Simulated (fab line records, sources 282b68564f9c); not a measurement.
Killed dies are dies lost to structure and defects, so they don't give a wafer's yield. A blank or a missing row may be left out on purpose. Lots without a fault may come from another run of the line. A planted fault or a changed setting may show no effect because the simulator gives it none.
Problem report in the 8D (eight disciplines) form, filled by code | flow rit_cmos | the parts of the form that need people (team, actions taken, sign-off) are left out

1. THE PROBLEM
PLDD_OVL at RIT_PLDD_OVL_MEAS_06 reads a mean of 131.6 nm on 12 wafers of 4 lots; wafers without a fault read 0.8 nm with a standard deviation of 1.8. That is +73 standard deviations from the usual mean.
First seen on wafer L456.3, day 5 12:49, on overlay-01. The record holds 48 wafers of 16 lots with a number at this step. Rule for "out", or "out of limits": more than 4 standard deviations from the usual mean. The other wafers with a number count as sound.

2. WHAT IT IS AND WHAT IT IS NOT
question                    | is                     | is not
which readings at this step | PLDD_OVL               | -
which lots                  | L456, L457, L458, L459 | L444, L445, L447, L448, L449, L450, L452, L454, L455, L463, L465, L467
which wafers of those lots  | all that have a number | -
read on which gauges        | overlay-01, overlay-02 | -
when                        | from day 5 12:49       | up to then (27 sound wafers); but 9 sound wafers of L463, L465, L467 came after

3. SUSPECTS, AND WHAT RULES EACH OUT
Counting: a tool at a process step up to the reading stays a suspect if it ran every lot that is out and no sound lot after the first of them.
- the gauge at RIT_PLDD_OVL_MEAS_06: ruled out. The wafers that are out were read on 2 gauges (overlay-01, overlay-02).
- iline_stepper-02 at RIT_PLDD_EXPOSE_03 (exposes mask M8, target cd 40900 nm): kept. It ran every lot that is out, first L456 (day 5 12:27), and no sound lot after that; its last sound lot up to then is L455 (day 5 11:21).
Left after counting: iline_stepper-02 at RIT_PLDD_EXPOSE_03.

4. THE CAUSE (what the simulator had put in)
Scanner matching overlay: iline_stepper-02, from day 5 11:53 on, at RIT_PLDD_EXPOSE_03. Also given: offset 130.
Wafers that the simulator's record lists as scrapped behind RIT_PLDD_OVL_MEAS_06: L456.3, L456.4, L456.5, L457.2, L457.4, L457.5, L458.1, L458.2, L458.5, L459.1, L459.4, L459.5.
Counting left only this tool.

5. THE CHAIN OF EFFECTS, in route order
Each row: a reading whose mean over the struck wafers that have a number lies more than 3 standard deviations from the usual. Only readings for which the record gives a usual standard deviation are gone through. hours: the time from each lot's start at the first step in this table that gives one to its start at this step, as a median over the lots. sigmas: the change in usual standard deviations.
hours | step                 | reading  | usual  | on struck wafers | change | sigmas
0     | RIT_PLDD_OVL_MEAS_06 | PLDD_OVL | 0.8 nm | 131.6            | +130.8 | +73

6. WHAT WOULD HAVE CAUGHT IT SOONER
In this record the first reading out of limits at a measuring or inspecting step was taken at day 5 12:49, 1 hour after the fault began at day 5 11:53.
Of the lots that are out (4), L457, L458, L459 began RIT_PLDD_EXPOSE_03 on iline_stepper-02 after day 5 12:49. A hold on the tool at that time would have spared those 3.
